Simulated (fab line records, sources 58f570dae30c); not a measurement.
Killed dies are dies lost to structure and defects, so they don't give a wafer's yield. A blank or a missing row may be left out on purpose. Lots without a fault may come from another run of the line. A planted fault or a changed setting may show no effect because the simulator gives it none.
fab line records | flow berkeley_cmos170
record lots=5 wafers=15 last_day=12
route steps=331 shown PVT@116 GATE@125 FIELD@126 PLDD@145
lots that met no fault: from a run of the same line without faults
start_h: hours from the record's first day to the start of the lot's first wafer shown | wait_h: hours since the lot's step before | " the same as in the row above | L1.1+2: a row that stands for several wafers | - no value, or no start given | * or withheld: withheld | < > ~ a bound
route shown NAME@n: a module of which the file shows steps, and the number in the route of the first | usual: mean/standard deviation of fault-free wafers | same: alike in all rows | chamber/n: place in a boat | sites: the reading at each site | _std_site: their standard deviation | _edge_site: outer sites' mean less inner sites' | radius_mm: how far each site lies from the wafer's centre | mask NAME#n: copy n | behind: the tool/chamber that last shaped the wafer | hold: why the lot was held/for how many hours/how that ended | device: the transistor (n, p or np) that didn't switch | end of line: the same wafers' tests at the end of the route | a step without rows: its recipe alone | killed: dies lost to structure and defects at the first sort, not the wafer's yield | map: a wafer's dies, x killed, . not, _ none there
set.NAME: the setting as run; set.NAME@STEP: as run at that earlier step | model.NAME: the simulator's own value behind a step, which no gauge read
lots at some steps of the route; a table a step, a row a wafer
services: from which hour (start_h, from the record's first day; less than 0 if before it) a tool's chamber was out of use, for how many hours, and why
## steps
# step UCB170_PVT_COAT_01
# recipe resist=KrF spin_rpm=1500 resist_thk_nm=900
# usual resist_line_temp_C=22.98/0.11
# columns lot.wafer tool chamber start_h wait_h resist_line_temp_C
L079.2 litho_track-03 0 127.35 0.1 22.98
L079.3 " 0 " " 23.01
L079.5 " 0 " " 22.91
L090.1 litho_track-04 0 185.24 0.1 23.05
L090.2 " 0 " " 22.86
L090.3 " 0 " " 22.72
L091.1 litho_track-04 0 191.40 0.1 22.80
L091.3 " 0 " " 22.85
L091.6 " 0 " " 22.81
L092.3 litho_track-03 0 191.66 0.1 23.12
L092.4 " 0 " " 23.10
L092.6 " 0 " " 23.09
L097.2 litho_track-02 0 216.95 0.1 22.95
L097.4 " 0 " " 22.95
L097.5 " 0 " " 22.96
# step UCB170_PVT_SOFTBAKE_02
# recipe resist=KrF temp_c=130 time_s=60
# usual resist_line_temp_C=22.99/0.1
# same time_s=60
# columns lot.wafer tool chamber start_h wait_h resist_line_temp_C
L079.2 litho_track-03 0 127.50 0.1 23.02
L079.3 " 0 " " 23.08
L079.5 " 0 " " 23.07
L090.1 litho_track-04 0 185.39 0.1 23.10
L090.2 " 0 " " 22.90
L090.3 " 0 " " 23.03
L091.1 litho_track-04 0 191.55 0.1 23.10
L091.3 " 0 " " 22.91
L091.6 " 0 " " 23.06
L092.3 litho_track-03 0 191.81 0.1 22.92
L092.4 " 0 " " 22.97
L092.6 " 0 " " 23.03
L097.2 litho_track-02 0 217.10 0.1 23.00
L097.4 " 0 " " 22.85
L097.5 " 0 " " 23.02
# step UCB170_PVT_EXPOSE_03
# recipe mask_id=NWELL target_cd_nm=3000 na=0.5 sigma_outer=0.6 source_shape=conventional dose_mj=30
# usual reticle_temp_C=23.01/0.12
# same na=0.5
# columns lot.wafer tool chamber start_h wait_h mask reticle_temp_C
L079.2 krf_scanner-02 0 127.77 0.2 NWELL#0 23.11
L079.3 " 0 " " NWELL#0 23.18
L079.5 " 0 " " NWELL#0 23.07
L090.1 krf_scanner-02 0 185.73 0.3 NWELL#0 22.90
L090.2 " 0 " " NWELL#0 22.94
L090.3 " 0 " " NWELL#0 23.04
L091.1 krf_scanner-02 0 191.70 0.1 NWELL#0 23.09
L091.3 " 0 " " NWELL#0 23.15
L091.6 " 0 " " NWELL#0 23.10
L092.3 krf_scanner-01 0 192.08 0.2 NWELL#0 22.79
L092.4 " 0 " " NWELL#0 22.78
L092.6 " 0 " " NWELL#0 22.99
L097.2 krf_scanner-01 0 217.38 0.3 NWELL#0 23.21
L097.4 " 0 " " NWELL#0 23.15
L097.5 " 0 " " NWELL#0 22.94
# step UCB170_PVT_PEB_04
# recipe peb_temp_c=130 peb_time_s=withheld resist=KrF
# usual resist_line_temp_C=23.02/0.1
# columns lot.wafer tool chamber start_h wait_h resist_line_temp_C
L079.2 litho_track-04 0 127.89 0.1 23.03
L079.3 " 0 " " 23.05
L079.5 " 0 " " 23.21
L090.1 litho_track-02 0 185.85 0.1 22.78
L090.2 " 0 " " 22.88
L090.3 " 0 " " 22.91
L091.1 litho_track-02 0 191.91 0.2 22.90
L091.3 " 0 " " 22.85
L091.6 " 0 " " 23.12
L092.3 litho_track-02 0 192.24 0.1 22.98
L092.4 " 0 " " 23.14
L092.6 " 0 " " 23.13
L097.2 litho_track-03 0 217.52 0.1 22.88
L097.4 " 0 " " 23.24
L097.5 " 0 " " 22.96
# step UCB170_PVT_DEVELOP_05
# recipe developer=TMAH develop_time_s=45 resist=KrF dev_temp_c=21
# usual resist_line_temp_C=23.02/0.091
# columns lot.wafer tool chamber start_h wait_h resist_line_temp_C
L079.2 litho_track-04 0 - - 23.06
L079.3 " 0 " " 23.02
L079.5 " 0 " " 23.10
L090.1 litho_track-02 0 - - 23.00
L090.2 " 0 " " 22.93
L090.3 " 0 " " 23.05
L091.1 litho_track-02 0 - - 22.96
L091.3 " 0 " " 22.94
L091.6 " 0 " " 23.09
L092.3 litho_track-02 0 - - 23.04
L092.4 " 0 " " 23.13
L092.6 " 0 " " 22.96
L097.2 litho_track-03 0 - - 23.15
L097.4 " 0 " " 22.83
L097.5 " 0 " " 23.05
# step UCB170_PVT_OVL_MEAS_06
# usual PVT_OVL=5/6.7
# columns lot.wafer tool chamber start_h wait_h PVT_OVL[nm]
L079.2 overlay-01 - 128.15 - 6
L079.3 " - " " 2
L079.5 " - " " 10
L090.1 overlay-02 - 186.12 - 20
L090.2 " - " " 16
L090.3 " - " " 21
L091.1 overlay-01 - 192.19 - 4
L091.3 " - " " 4
L091.6 " - " " -1
L092.3 overlay-02 - 192.47 - 5
L092.4 " - " " 0
L092.6 " - " " 1
L097.2 overlay-02 - 217.78 - 3
L097.4 " - " " 0
L097.5 " - " " 8
# step UCB170_PVT_IMPLANT_07
# recipe species=P dose_cm2=2e+12 energy_kev=30 tilt_deg=7
# columns lot.wafer tool chamber start_h wait_h
L079.2+3+5 implanter-04 0 128.21 0.0
L090.1+2+3 implanter-01 0 186.16 0.0
L091.1+3+6 implanter-04 0 192.22 0.0
L092.3+4+6 implanter-02 0 192.55 0.1
L097.2+4+5 implanter-02 0 217.83 0.0
# step UCB170_PVT_STRIP_08
# recipe chemistry=O2 power_w=400 pressure_mtorr=3500 platen_temp_c=withheld o2_flow_sccm=400 overash_fraction=0.5
# usual drypump_motor_current_A=5.7/0.48 oes_product_au=0.734/0.0044 strip_time_to_endpoint_s=21.61/0.054
# columns lot.wafer tool chamber start_h wait_h drypump_motor_current_A oes_product_au rf_hours_counter_h strip_time_to_endpoint_s
L079.2 plasma_asher-04 1 128.33 0.1 6.0 0.740 1 21.64
L079.3 " 1 " " 6.0 0.738 - 21.63
L079.5 " 1 " " 6.0 0.734 - 21.54
L090.1 plasma_asher-01 0 186.31 0.1 5.1 0.735 48 21.57
L090.2 " 1 " " 6.2 0.726 48 21.59
L090.3 " 1 " " 6.2 0.731 - 21.55
L091.1 plasma_asher-01 1 192.37 0.1 6.2 0.733 49 21.57
L091.3 " 0 " " 5.1 0.741 - 21.63
L091.6 " 0 " " 5.1 0.733 - 21.63
L092.3 plasma_asher-04 1 192.68 0.1 5.9 0.738 - 21.61
L092.4 " 0 " " 6.2 0.735 - 21.65
L092.6 " 0 " " 6.2 0.736 - 21.62
L097.2 plasma_asher-01 1 217.96 0.1 6.2 0.736 52 21.55
L097.4 " 1 " " 6.2 0.742 - 21.53
L097.5 " 1 " " 6.2 0.729 - 21.59
# step UCB170_PVT_TW_MEAS_09
# usual PVT_TW=508/4.1
# columns lot.wafer tool chamber start_h wait_h PVT_TW
L079.2 film_metro-02 - 128.44 0.1 511
L079.3 " - " " 511
L079.5 " - " " 513
L090.1 film_metro-03 - 186.41 0.1 501
L090.2 " - " " 502
L090.3 " - " " 502
L091.1 film_metro-04 - 192.47 0.1 506
L091.3 " - " " 509
L091.6 " - " " 505
L092.3 film_metro-02 - 192.77 0.1 512
L092.4 " - " " 513
L092.6 " - " " 514
L097.2 film_metro-02 - 218.07 0.1 508
L097.4 " - " " 511
L097.5 " - " " 511
# step UCB170_GATE_WET_ETCH_00
# recipe chemistry=dHF dilution=25:1 target=SiO2 temp_c=25 time_s=200
# same time_s=200
# columns lot.wafer tool chamber start_h wait_h
L079.2+3+5 wet_bench-01 1 128.49 0.0
L090.1+2+3 wet_bench-02 1 186.47 0.1
L091.1+3+6 wet_bench-03 3 192.53 0.1
L092.3+4+6 wet_bench-03 3 192.81 0.0
L097.2+4+5 wet_bench-03 1 218.12 0.0
# step UCB170_FIELD_THK_MEAS_91
# recipe reads=SiO2_of_FIELD_OXIDATION_01
# usual FIELD_OXIDE_LEFT_2_THK=357/15
# columns lot.wafer tool chamber start_h wait_h FIELD_OXIDE_LEFT_2_THK[nm]
L079.2 film_metro-04 - 128.56 0.0 370
L079.3 " - " " 367
L079.5 " - " " 376
L090.1 film_metro-02 - 186.53 0.0 332
L090.2 " - " " 326
L090.3 " - " " 332
L091.1 film_metro-03 - 192.60 0.0 345
L091.3 " - " " 353
L091.6 " - " " 360
L092.3 film_metro-04 - 192.89 0.0 370
L092.4 " - " " 366
L092.6 " - " " 365
L097.2 film_metro-03 - 218.20 0.0 361
L097.4 " - " " 365
L097.5 " - " " 365
# step UCB170_GATE_OXIDATION_01
# recipe temp_c=850 ambient=O2 target_thk_a=66 ox_time_s=1800
# columns lot.wafer tool chamber start_h wait_h
L079.2+3+5 furnace-03 0 130.07 1.5
L090.1+2+3 furnace-03 0 189.10 2.6
L091.1+3+6 furnace-04 0 195.56 3.0
L092.3+4+6 furnace-04 0 195.56 2.7
L097.2+4+5 furnace-03 0 221.20 3.0
# step UCB170_GATE_THK_MEAS_02
# recipe reads=SiO2_of_GATE_OXIDATION_01
# usual GATE_OXIDE_THK=6.61/0.16
# columns lot.wafer tool chamber start_h wait_h GATE_OXIDE_THK[nm]
L079.2 film_metro-01 - 131.58 0.0 6.49
L079.3 " - " " 6.48
L079.5 " - " " 6.51
L090.1 film_metro-04 - 190.60 0.0 6.69
L090.2 " - " " 6.77
L090.3 " - " " 6.75
L091.1 film_metro-03 - 197.06 0.0 6.97
L091.3 " - " " 6.86
L091.6 " - " " 6.85
L092.3 film_metro-03 - 197.14 0.1 6.85
L092.4 " - " " 6.67
L092.6 " - " " 6.72
L097.2 film_metro-03 - 222.71 0.0 6.72
L097.4 " - " " 6.69
L097.5 " - " " 6.72
# step UCB170_GATE_ANNEAL_03
# recipe temp_c=900 time_s=1800 ambient=N2
# same time_s=1800
# columns lot.wafer tool chamber start_h wait_h
L079.2+3+5 furnace-02 0 135.28 3.7
L090.1+2+3 furnace-02 0 193.21 2.6
L091.1+3+6 furnace-02 0 198.98 1.9
L092.3+4+6 furnace-02 0 198.98 1.8
L097.2+4+5 furnace-02 0 226.10 3.4
# step UCB170_GATE_CVD_04
# recipe material=poly-Si temp_c=610 precursor=SiH4 time_s=1440 pressure_mtorr=375 target_thk_nm=214 sih4_flow_sccm=120
# same time_s=1440
# columns lot.wafer tool chamber start_h wait_h
L079.2+3+5 lpcvd-01 1 136.78 0.0
L090.1+2+3 lpcvd-02 1 194.71 0.0
L091.1+3+6 lpcvd-02 1 202.12 1.6
L092.3+4+6 lpcvd-02 1 202.12 1.6
L097.2+4+5 lpcvd-02 0 227.60 0.0
# step UCB170_GATE_THK_MEAS_05
# recipe reads=poly-Si_of_GATE_CVD_04
# usual GATE_POLY_THK=213.5/2.1
# columns lot.wafer tool chamber start_h wait_h GATE_POLY_THK[nm]
L079.2 film_metro-04 - 138.19 0.0 211.2
L079.3 " - " " 210.0
L079.5 " - " " 208.1
L090.1 film_metro-04 - 196.11 0.0 213.7
L090.2 " - " " 212.4
L090.3 " - " " 214.1
L091.1 film_metro-04 - 203.52 0.0 212.3
L091.3 " - " " 215.4
L091.6 " - " " 213.2
L092.3 film_metro-03 - 203.54 0.0 215.3
L092.4 " - " " 214.8
L092.6 " - " " 214.0
L097.2 film_metro-04 - 229.01 0.0 215.5
L097.4 " - " " 214.9
L097.5 " - " " 216.2
# step UCB170_GATE_COAT_06
# recipe resist=BARC temp_c=withheld time_s=withheld spin_rpm=3000 resist_thk_nm=withheld
# usual resist_line_temp_C=*
# columns lot.wafer tool chamber start_h wait_h resist_line_temp_C
L079.2 litho_track-02 0 138.26 0.1 *
L079.3 " 0 " " *
L079.5 " 0 " " *
L090.1 litho_track-01 0 196.17 0.1 *
L090.2 " 0 " " *
L090.3 " 0 " " *
L092.3 litho_track-03 0 203.67 0.1 *
L092.4 " 0 " " *
L092.6 " 0 " " *
L091.1 litho_track-02 0 203.79 0.3 *
L091.3 " 0 " " *
L091.6 " 0 " " *
L097.2 litho_track-03 0 229.67 0.6 *
L097.4 " 0 " " *
L097.5 " 0 " " *
# step UCB170_GATE_COAT_07
# recipe resist=KrF spin_rpm=1500 resist_thk_nm=900
# usual resist_line_temp_C=23.00/0.094
# columns lot.wafer tool chamber start_h wait_h resist_line_temp_C
L079.2 litho_track-02 0 - - 22.98
L079.3 " 0 " " 23.01
L079.5 " 0 " " 22.93
L090.1 litho_track-01 0 - - 23.03
L090.2 " 0 " " 22.97
L090.3 " 0 " " 23.00
L092.3 litho_track-03 0 - - 23.07
L092.4 " 0 " " 23.15
L092.6 " 0 " " 23.05
L091.1 litho_track-02 0 - - 23.13
L091.3 " 0 " " 23.05
L091.6 " 0 " " 22.98
L097.2 litho_track-03 0 - - 22.97
L097.4 " 0 " " 23.00
L097.5 " 0 " " 23.12
# step UCB170_GATE_SOFTBAKE_08
# recipe resist=KrF temp_c=130 time_s=60
# usual resist_line_temp_C=23.00/0.11
# same time_s=60
# columns lot.wafer tool chamber start_h wait_h resist_line_temp_C
L079.2 litho_track-02 0 - - 23.08
L079.3 " 0 " " 23.08
L079.5 " 0 " " 23.12
L090.1 litho_track-01 0 - - 22.86
L090.2 " 0 " " 22.94
L090.3 " 0 " " 23.03
L092.3 litho_track-03 0 - - 23.21
L092.4 " 0 " " 23.27
L092.6 " 0 " " 23.15
L091.1 litho_track-02 0 - - 23.06
L091.3 " 0 " " 22.91
L091.6 " 0 " " 23.11
L097.2 litho_track-03 0 - - 22.97
L097.4 " 0 " " 23.16
L097.5 " 0 " " 23.20
# step UCB170_GATE_EXPOSE_09
# recipe mask_id=POLY target_cd_nm=350 na=0.5 sigma_outer=0.6 source_shape=conventional dose_mj=21
# usual reticle_temp_C=23.01/0.1
# same na=0.5
# columns lot.wafer tool chamber start_h wait_h mask reticle_temp_C
L079.2 krf_scanner-02 0 138.70 - POLY#0 23.02
L079.3 " 0 " " POLY#0 22.86
L079.5 " 0 " " POLY#0 22.97
L090.1 krf_scanner-01 0 196.74 - POLY#0 22.95
L090.2 " 0 " " POLY#0 22.93
L090.3 " 0 " " POLY#0 23.04
L092.3 krf_scanner-02 0 204.23 - POLY#0 23.00
L092.4 " 0 " " POLY#0 22.90
L092.6 " 0 " " POLY#0 22.98
L091.1 krf_scanner-01 0 204.44 - POLY#0 23.01
L091.3 " 0 " " POLY#0 23.02
L091.6 " 0 " " POLY#0 23.08
L097.2 krf_scanner-01 0 230.32 - POLY#0 23.17
L097.4 " 0 " " POLY#0 22.98
L097.5 " 0 " " POLY#0 23.25
# step UCB170_GATE_PEB_10
# recipe peb_temp_c=130 peb_time_s=withheld resist=KrF
# usual resist_line_temp_C=23.01/0.093
# columns lot.wafer tool chamber start_h wait_h resist_line_temp_C
L079.2 litho_track-02 0 139.16 0.4 23.20
L079.3 " 0 " " 23.00
L079.5 " 0 " " 23.07
L090.1 litho_track-02 0 196.86 0.1 23.05
L090.2 " 0 " " 22.96
L090.3 " 0 " " 23.08
L092.3 litho_track-02 0 204.36 0.1 23.05
L092.4 " 0 " " 22.89
L092.6 " 0 " " 22.85
L091.1 litho_track-03 0 204.88 0.4 23.04
L091.3 " 0 " " 23.13
L091.6 " 0 " " 22.99
L097.2 litho_track-01 0 230.81 0.5 22.98
L097.4 " 0 " " 23.01
L097.5 " 0 " " 22.89
# step UCB170_GATE_DEVELOP_11
# recipe developer=TMAH develop_time_s=45 resist=KrF dev_temp_c=21
# usual resist_line_temp_C=23.00/0.11
# columns lot.wafer tool chamber start_h wait_h resist_line_temp_C
L079.2 litho_track-02 0 - - 23.09
L079.3 " 0 " " 23.05
L079.5 " 0 " " 22.94
L090.1 litho_track-02 0 - - 23.01
L090.2 " 0 " " 23.14
L090.3 " 0 " " 23.03
L092.3 litho_track-02 0 - - 23.04
L092.4 " 0 " " 23.07
L092.6 " 0 " " 23.00
L091.1 litho_track-03 0 - - 22.98
L091.3 " 0 " " 23.04
L091.6 " 0 " " 22.98
L097.2 litho_track-01 0 - - 22.77
L097.4 " 0 " " 22.91
L097.5 " 0 " " 22.84
# step UCB170_GATE_CD_MEAS_12
# recipe target_cd_nm=350
# usual cd_nm=350.3/1.4
# columns lot.wafer tool chamber start_h wait_h cd_nm
L079.2 cd_sem-02 - 139.43 - 351.5
L079.3 " - " " 349.6
L079.5 " - " " 350.9
L090.1 cd_sem-01 - 197.14 - 352.0
L090.2 " - " " 352.7
L090.3 " - " " 353.4
L092.3 cd_sem-01 - 204.63 - 347.9
L092.4 " - " " 348.4
L092.6 " - " " 349.5
L091.1 cd_sem-01 - 205.16 - 350.1
L091.3 " - " " 348.5
L091.6 " - " " 350.4
L097.2 cd_sem-01 - 231.08 - 353.3
L097.4 " - " " 352.4
L097.5 " - " " 352.0
# step UCB170_GATE_OVL_MEAS_13
# usual GATE_OVL=-1/5.1
# columns lot.wafer tool chamber start_h wait_h GATE_OVL[nm]
L079.2 overlay-02 - 139.54 0.1 -7
L079.3 " - " " -1
L079.5 " - " " -6
L090.1 overlay-02 - 197.26 0.1 5
L090.2 " - " " -1
L090.3 " - " " 3
L092.3 overlay-01 - 204.72 0.1 3
L092.4 " - " " -3
L092.6 " - " " -5
L091.1 overlay-01 - 205.28 0.1 -5
L091.3 " - " " -6
L091.6 " - " " -6
L097.2 overlay-02 - 231.19 0.1 0
L097.4 " - " " -7
L097.5 " - " " -5
# step UCB170_GATE_ETCH_14
# recipe chemistry=N2/H2 target_depth_a=withheld overetch_a=withheld target=BARC time_s=withheld source_w=500 bias_w=100 pressure_mtorr=30 n2_flow_sccm=100 h2_flow_sccm=200
# usual bias_w=100.02/0.29 drypump_motor_current_A=5.9/0.53 oes_product_au=0.998/0.02 throttle_valve_pct=13.27/0.16
# columns lot.wafer tool chamber start_h wait_h bias_w drypump_motor_current_A oes_product_au throttle_valve_pct
L079.2 rie_diel-04 3 139.57 0.0 100.54 6.3 1.006 13.40
L079.3 " 1 " " 100.31 5.6 1.011 13.08
L079.5 " 1 " " 99.85 5.6 1.000 13.09
L090.1 rie_diel-03 2 197.29 0.0 100.09 5.6 1.001 13.26
L090.2 " 3 " " 99.92 6.0 1.043 13.44
L090.3 " 1 " " 100.27 5.7 0.992 13.34
L092.3 rie_diel-03 3 204.74 0.0 99.99 6.0 1.041 13.44
L092.4 " 1 " " 100.16 5.7 0.994 13.34
L092.6 " 2 " " 99.54 5.6 1.007 13.26
L091.1 rie_diel-04 1 205.31 0.0 99.56 5.6 1.007 13.10
L091.3 " 3 " " 99.63 6.3 1.001 13.40
L091.6 " 3 " " 100.23 6.3 1.006 13.41
L097.2 rie_diel-04 1 231.22 0.0 100.03 5.6 1.002 13.09
L097.4 " 0 " " 99.96 4.8 1.008 13.55
L097.5 " 2 " " 100.16 6.7 0.998 13.06
# step UCB170_GATE_ETCH_15
# recipe chemistry=HBr/Cl2 target=poly-Si stop_on=SiO2 over_etch_frac=0.3 icp_w=300 bias_w=150 time_s=56.3 pressure_mtorr=15 HBr_flow_sccm=150 Cl2_flow_sccm=50 target_depth_a=2782
# usual bias_w=150.0/0.42 drypump_motor_current_A=5.70/0.28 oes_product_au=0.824/0.015 throttle_valve_pct=26.49/0.22
# same time_s=56.3
# columns lot.wafer tool chamber start_h wait_h bias_w drypump_motor_current_A oes_product_au rf_hours_counter_h throttle_valve_pct
L079.2 rie_si-01 0 139.61 - 150.1 5.93 0.811 20 26.72
L079.3 " 2 " " 150.1 5.12 0.833 21 26.71
L079.5 " 0 " " 150.3 5.90 0.800 - 26.72
L090.1 rie_si-01 0 197.33 - 150.8 5.92 0.819 21 26.72
L090.2 " 1 " " 149.5 5.52 0.814 7 26.13
L090.3 " 2 " " 150.8 5.12 0.852 22 26.73
L092.3 rie_si-02 2 204.78 - 149.8 6.00 0.837 94 26.35
L092.4 " 0 " " 150.0 5.61 0.808 1 26.75
L092.6 " 2 " " 150.2 6.01 0.828 - 26.35
L091.1 rie_si-01 2 205.36 - 149.5 5.11 0.841 22 26.70
L091.3 " 3 " " 150.1 5.97 0.835 0 26.30
L091.6 " 2 " " 149.9 5.11 0.840 - 26.72
L097.2 rie_si-02 1 231.26 - 150.6 5.90 0.844 22 26.48
L097.4 " 3 " " 150.4 5.76 0.817 56 26.40
L097.5 " 0 " " 150.3 5.58 0.809 - 26.75
# step UCB170_GATE_STRIP_16
# recipe chemistry=O2 power_w=400 pressure_mtorr=3500 platen_temp_c=withheld o2_flow_sccm=400 overash_fraction=0.5
# usual drypump_motor_current_A=5.7/0.54 oes_product_au=0.724/0.0041
# columns lot.wafer tool chamber start_h wait_h drypump_motor_current_A oes_product_au rf_hours_counter_h
L079.2 plasma_asher-03 1 139.66 0.0 5.3 0.720 40
L079.3 " 0 " " 5.2 0.727 -
L079.5 " 0 " " 5.2 0.723 -
L090.1 plasma_asher-01 1 197.38 0.0 6.2 0.725 49
L090.2 " 0 " " 5.1 0.721 49
L090.3 " 0 " " 5.1 0.725 -
L092.3 plasma_asher-02 1 204.86 0.1 6.4 0.713 -
L092.4 " 0 " " 5.3 0.715 -
L092.6 " 1 " " 6.4 0.717 -
L091.1 plasma_asher-02 1 205.40 0.0 6.4 0.718 44
L091.3 " 1 " " 6.4 0.719 -
L091.6 " 1 " " 6.4 0.721 -
L097.2 plasma_asher-02 0 231.31 0.0 5.3 0.714 47
L097.4 " 0 " " 5.3 0.723 -
L097.5 " 1 " " 6.4 0.722 -
# step UCB170_GATE_CD_MEAS_90
# recipe target_cd_nm=350
# usual cd_nm=350.4/1.4
# columns lot.wafer tool chamber start_h wait_h cd_nm
L079.2 cd_sem-02 - 139.83 0.1 350.9
L079.3 " - " " 349.3
L079.5 " - " " 350.5
L090.1 cd_sem-01 - 197.48 0.1 352.2
L090.2 " - " " 352.2
L090.3 " - " " 353.5
L092.3 cd_sem-01 - 204.97 0.1 348.3
L092.4 " - " " 348.2
L092.6 " - " " 350.6
L091.1 cd_sem-02 - 205.50 0.1 350.1
L091.3 " - " " 348.5
L091.6 " - " " 350.3
L097.2 cd_sem-02 - 231.43 0.1 353.3
L097.4 " - " " 352.0
L097.5 " - " " 352.8
# step UCB170_GATE_CLEAN_17
# recipe chemistry=SPM temp_c=120 time_s=600
# same time_s=600
# columns lot.wafer tool chamber start_h wait_h
L079.2+3+5 wet_bench-01 0 139.93 0.1
L090.1+2+3 wet_bench-02 2 197.76 0.3
L092.3+4+6 wet_bench-02 0 205.05 0.1
L091.1+3+6 wet_bench-02 1 205.62 0.1
L097.2+4+5 wet_bench-02 2 231.63 0.2
# step UCB170_PLDD_HMDS_00
# recipe prime_time_s=60 prime_temp_c=100
# usual prime_temp_c=99.99/0.13 resist_line_temp_C=22.98/0.12
# columns lot.wafer tool chamber start_h wait_h prime_temp_c resist_line_temp_C
L079.2 litho_track-01 0 140.41 0.3 100.43 22.93
L079.3 " 0 " " 100.22 23.05
L079.5 " 0 " " 100.18 22.96
L090.1 litho_track-01 0 198.00 0.0 99.87 22.97
L090.2 " 0 " " 99.89 23.05
L090.3 " 0 " " 99.88 23.12
L092.3 litho_track-01 0 205.99 0.7 100.17 22.90
L092.4 " 0 " " 99.78 23.09
L092.6 " 0 " " 99.88 23.03
L091.1 litho_track-02 0 206.31 0.5 100.08 22.90
L091.3 " 0 " " 100.08 23.10
L091.6 " 0 " " 99.91 22.93
L097.2 litho_track-02 0 232.05 0.2 99.84 22.95
L097.4 " 0 " " 99.98 22.61
L097.5 " 0 " " 100.01 22.88
# step UCB170_PLDD_COAT_01
# recipe resist=KrF spin_rpm=1500 resist_thk_nm=900
# usual resist_line_temp_C=23.00/0.11
# columns lot.wafer tool chamber start_h wait_h resist_line_temp_C
L079.2 litho_track-01 0 140.56 0.1 22.99
L079.3 " 0 " " 23.11
L079.5 " 0 " " 23.16
L090.1 litho_track-01 0 198.15 0.1 23.05
L090.2 " 0 " " 22.90
L090.3 " 0 " " 22.76
L092.3 litho_track-01 0 206.14 0.1 22.99
L092.4 " 0 " " 22.87
L092.6 " 0 " " 22.98
L091.1 litho_track-02 0 206.46 0.1 22.92
L091.3 " 0 " " 23.22
L091.6 " 0 " " 22.86
L097.2 litho_track-02 0 232.20 0.1 22.96
L097.4 " 0 " " 22.89
L097.5 " 0 " " 23.01
# step UCB170_PLDD_SOFTBAKE_02
# recipe resist=KrF temp_c=130 time_s=60
# usual resist_line_temp_C=23.01/0.11
# same time_s=60
# columns lot.wafer tool chamber start_h wait_h resist_line_temp_C
L079.2 litho_track-01 0 140.71 0.1 22.97
L079.3 " 0 " " 22.90
L079.5 " 0 " " 23.08
L090.1 litho_track-01 0 198.30 0.1 22.99
L090.2 " 0 " " 22.89
L090.3 " 0 " " 22.96
L092.3 litho_track-01 0 206.29 0.1 23.14
L092.4 " 0 " " 23.19
L092.6 " 0 " " 23.19
L091.1 litho_track-02 0 206.61 0.1 22.95
L091.3 " 0 " " 23.16
L091.6 " 0 " " 23.06
L097.2 litho_track-02 0 232.35 0.1 22.96
L097.4 " 0 " " 22.88
L097.5 " 0 " " 22.98
# step UCB170_PLDD_EXPOSE_03
# recipe mask_id=PSELECT na=0.5 sigma_outer=0.6 source_shape=conventional target_cd_nm=1200 dose_mj=30
# usual reticle_temp_C=23.01/0.1
# same na=0.5
# columns lot.wafer tool chamber start_h wait_h mask reticle_temp_C
L079.2 krf_scanner-01 0 140.98 0.2 PSELECT#0 23.07
L079.3 " 0 " " PSELECT#0 22.98
L079.5 " 0 " " PSELECT#0 23.02
L090.1 krf_scanner-02 0 198.57 0.2 PSELECT#0 23.16
L090.2 " 0 " " PSELECT#0 23.07
L090.3 " 0 " " PSELECT#0 23.10
L092.3 krf_scanner-01 0 - - PSELECT#0 23.19
L092.4 " 0 " " PSELECT#0 22.93
L092.6 " 0 " " PSELECT#0 23.01
L091.1 krf_scanner-02 0 206.89 0.2 PSELECT#0 23.09
L091.3 " 0 " " PSELECT#0 22.94
L091.6 " 0 " " PSELECT#0 22.90
L097.2 krf_scanner-02 0 232.50 0.1 PSELECT#0 23.02
L097.4 " 0 " " PSELECT#0 23.04
L097.5 " 0 " " PSELECT#0 23.08
# step UCB170_PLDD_PEB_04
# recipe peb_temp_c=130 peb_time_s=withheld resist=KrF
# usual resist_line_temp_C=23.01/0.095
# columns lot.wafer tool chamber start_h wait_h resist_line_temp_C
L079.2 litho_track-04 0 141.38 0.4 23.16
L079.3 " 0 " " 23.22
L079.5 " 0 " " 23.11
L090.1 litho_track-04 0 198.90 0.3 23.19
L090.2 " 0 " " 22.97
L090.3 " 0 " " 23.00
L092.3 litho_track-02 0 - - 22.89
L092.4 " 0 " " 22.85
L092.6 " 0 " " 22.92
L091.1 litho_track-04 0 207.89 1.0 23.15
L091.3 " 0 " " 22.94
L091.6 " 0 " " 23.08
L097.2 litho_track-04 0 232.78 0.3 23.07
L097.4 " 0 " " 23.10
L097.5 " 0 " " 22.97
# step UCB170_PLDD_DEVELOP_05
# recipe developer=TMAH develop_time_s=45 resist=KrF dev_temp_c=21
# usual resist_line_temp_C=22.99/0.1
# columns lot.wafer tool chamber start_h wait_h resist_line_temp_C
L079.2 litho_track-04 0 - - 22.96
L079.3 " 0 " " 23.00
L079.5 " 0 " " 22.90
L090.1 litho_track-04 0 - - 22.86
L090.2 " 0 " " 22.96
L090.3 " 0 " " 22.89
L092.3 litho_track-02 0 - - 23.10
L092.4 " 0 " " 22.99
L092.6 " 0 " " 23.09
L091.1 litho_track-04 0 - - 22.93
L091.3 " 0 " " 22.92
L091.6 " 0 " " 22.95
L097.2 litho_track-04 0 - - 23.16
L097.4 " 0 " " 23.31
L097.5 " 0 " " 22.93
# step UCB170_PLDD_CD_MEAS_06
# recipe target_cd_nm=1200
# usual cd_nm=1200.2/1.5
# columns lot.wafer tool chamber start_h wait_h cd_nm
L079.2 cd_sem-01 - 141.70 - 1198.7
L079.3 " - " " 1200.4
L079.5 " - " " 1196.9
L090.1 cd_sem-01 - 199.18 - 1199.7
L090.2 " - " " 1201.4
L090.3 " - " " 1201.1
L092.3 cd_sem-02 - 207.98 - 1197.5
L092.4 " - " " 1197.9
L092.6 " - " " 1198.3
L091.1 cd_sem-02 - 208.17 - 1200.0
L091.3 " - " " 1199.1
L091.6 " - " " 1201.9
L097.2 cd_sem-01 - 233.05 - 1200.0
L097.4 " - " " 1198.5
L097.5 " - " " 1199.2
## services
# columns tool chamber start_h hours kind
plasma_asher-04 - 108.75 9.0 pm
implanter-01 - 109.44 5.0 pm
implanter-04 - 109.60 2.8 repair
rie_si-01 3 130.90 - clean
rie_si-01 3 130.90 22.7 scheduled_down
rie_si-01 3 130.90 22.7 vent_cycle
furnace-03 - 142.17 3.5 pm
rie_diel-04 - 143.42 3.1 repair
rie_si-02 - 155.65 4.3 pm
furnace-04 - 160.42 4.0 pm
krf_scanner-01 - 166.21 0.8 pm
implanter-04 - 172.55 3.4 repair
rie_diel-04 - 173.37 0.3 repair
krf_scanner-01 - 179.62 1.0 pm
rie_diel-03 0 189.13 8.9 repair
rie_si-02 - 193.14 0.3 repair
krf_scanner-02 - 197.13 0.8 pm
rie_si-02 1 207.75 7.3 repair
krf_scanner-02 - 210.38 2.2 repair
plasma_asher-04 - 214.28 1.0 repair
furnace-02 - 219.03 3.1 pm
krf_scanner-01 - 225.76 1.3 pm
krf_scanner-02 - 227.06 1.0 pm
plasma_asher-04 - 231.52 2.8 pm
## key
fault none
